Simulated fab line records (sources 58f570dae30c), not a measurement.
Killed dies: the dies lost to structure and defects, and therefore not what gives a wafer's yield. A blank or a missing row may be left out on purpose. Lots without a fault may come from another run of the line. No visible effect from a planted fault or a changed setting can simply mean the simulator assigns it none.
Matching of chambers :: flow berkeley-cmos170 :: 4 sister chambers for UCB170_GATE_ETCH_14 on rie-diel-03
The step etches BARC in N2/H2. 14 wafers are shown with their chamber, then 7 later ones without.

== WAFERS PAIRED WITH THEIR CHAMBERS ==
wafer: L227.1
chamber: 1
throttle-valve-pct (%): 13.58
oes-product-au (a.u.): 1.030
chamber-pressure-mTorr (mTorr): 29.961

wafer: L227.5
chamber: 0
throttle-valve-pct (%): 13.19
oes-product-au (a.u.): 1.016
chamber-pressure-mTorr (mTorr): 29.986

wafer: L227.6
chamber: 1
throttle-valve-pct (%): 13.59
oes-product-au (a.u.): 1.029
chamber-pressure-mTorr (mTorr): 30.037

wafer: L230.2
chamber: 2
throttle-valve-pct (%): 13.50
oes-product-au (a.u.): 1.011
chamber-pressure-mTorr (mTorr): 29.971

wafer: L230.3
chamber: 3
throttle-valve-pct (%): 12.89
oes-product-au (a.u.): 0.994
chamber-pressure-mTorr (mTorr): 30.010

wafer: L230.4
chamber: 0
throttle-valve-pct (%): 13.21
oes-product-au (a.u.): 1.016
chamber-pressure-mTorr (mTorr): 30.023

wafer: L229.2
chamber: 3
throttle-valve-pct (%): 12.90
oes-product-au (a.u.): 0.991
chamber-pressure-mTorr (mTorr): 30.010

wafer: L229.4
chamber: 0
throttle-valve-pct (%): 13.18
oes-product-au (a.u.): 1.029
chamber-pressure-mTorr (mTorr): 30.033

wafer: L229.5
chamber: 2
throttle-valve-pct (%): 13.48
oes-product-au (a.u.): 1.012
chamber-pressure-mTorr (mTorr): 30.052

wafer: L232.3
chamber: 2
throttle-valve-pct (%): 13.48
oes-product-au (a.u.): 1.003
chamber-pressure-mTorr (mTorr): 29.987

wafer: L232.4
chamber: 0
throttle-valve-pct (%): 13.18
oes-product-au (a.u.): 1.012
chamber-pressure-mTorr (mTorr): 29.966

wafer: L232.5
chamber: 3
throttle-valve-pct (%): 12.89
oes-product-au (a.u.): 0.996
chamber-pressure-mTorr (mTorr): 30.008

wafer: L240.1
chamber: 2
throttle-valve-pct (%): 13.49
oes-product-au (a.u.): 0.997
chamber-pressure-mTorr (mTorr): 30.031

wafer: L240.3
chamber: 1
throttle-valve-pct (%): 13.58
oes-product-au (a.u.): 1.033
chamber-pressure-mTorr (mTorr): 29.991

SIGNATURES (averages over the wafers above)
reading: throttle-valve-pct
chamber 0: 13.1900
chamber 1: 13.5833
chamber 2: 13.4875
chamber 3: 12.8933
scatter within a chamber: 0.01

reading: oes-product-au
chamber 0: 1.01825
chamber 1: 1.03067
chamber 2: 1.00575
chamber 3: 0.99367
scatter within a chamber: 0.0058

reading: chamber-pressure-mTorr
chamber 0: 30.00200
chamber 1: 29.99633
chamber 2: 30.01025
chamber 3: 30.00933
scatter within a chamber: 0.0318
Rule: a wafer lies at a distance from a chamber equal to the root of the sum of squares, over the readings, of (its reading less the chamber's mean, divided by the reading's scatter). If the next closest chamber is less than 2 further off than the closest, the wafer can't be placed; otherwise it belongs to the closest. The scatter: take each reading less its chamber's mean, square it, sum over the shown wafers, divide by the number of wafers less the number of chambers, and take the root.

== WAFERS WITH NO CHAMBER GIVEN ==
wafer: L240.4
throttle-valve-pct (%): 12.91
oes-product-au (a.u.): 0.991
chamber-pressure-mTorr (mTorr): 30.011

wafer: L238.1
throttle-valve-pct (%): 12.90
oes-product-au (a.u.): 1.009
chamber-pressure-mTorr (mTorr): 29.990

wafer: L238.3
throttle-valve-pct (%): 13.19
oes-product-au (a.u.): 1.029
chamber-pressure-mTorr (mTorr): 30.031

wafer: L238.4
throttle-valve-pct (%): 13.45
oes-product-au (a.u.): 1.014
chamber-pressure-mTorr (mTorr): 30.003

wafer: L245.1
throttle-valve-pct (%): 12.91
oes-product-au (a.u.): 0.996
chamber-pressure-mTorr (mTorr): 30.057

wafer: L245.4
throttle-valve-pct (%): 13.59
oes-product-au (a.u.): 1.033
chamber-pressure-mTorr (mTorr): 30.014

wafer: L245.6
throttle-valve-pct (%): 13.48
oes-product-au (a.u.): 1.011
chamber-pressure-mTorr (mTorr): 29.949

== WHICH CHAMBER EACH ONE RAN IN ==
wafer: L240.4
from the rows above: 3
in truth: 3

wafer: L238.1
from the rows above: 3
in truth: 3

wafer: L238.3
from the rows above: 0
in truth: 0

wafer: L238.4
from the rows above: 2
in truth: 2

wafer: L245.1
from the rows above: 3
in truth: 3

wafer: L245.4
from the rows above: 1
in truth: 1

wafer: L245.6
from the rows above: 2
in truth: 2
Placed correctly: 7 of 7. Can't be placed from these rows: 0. Placed wrongly: 0.
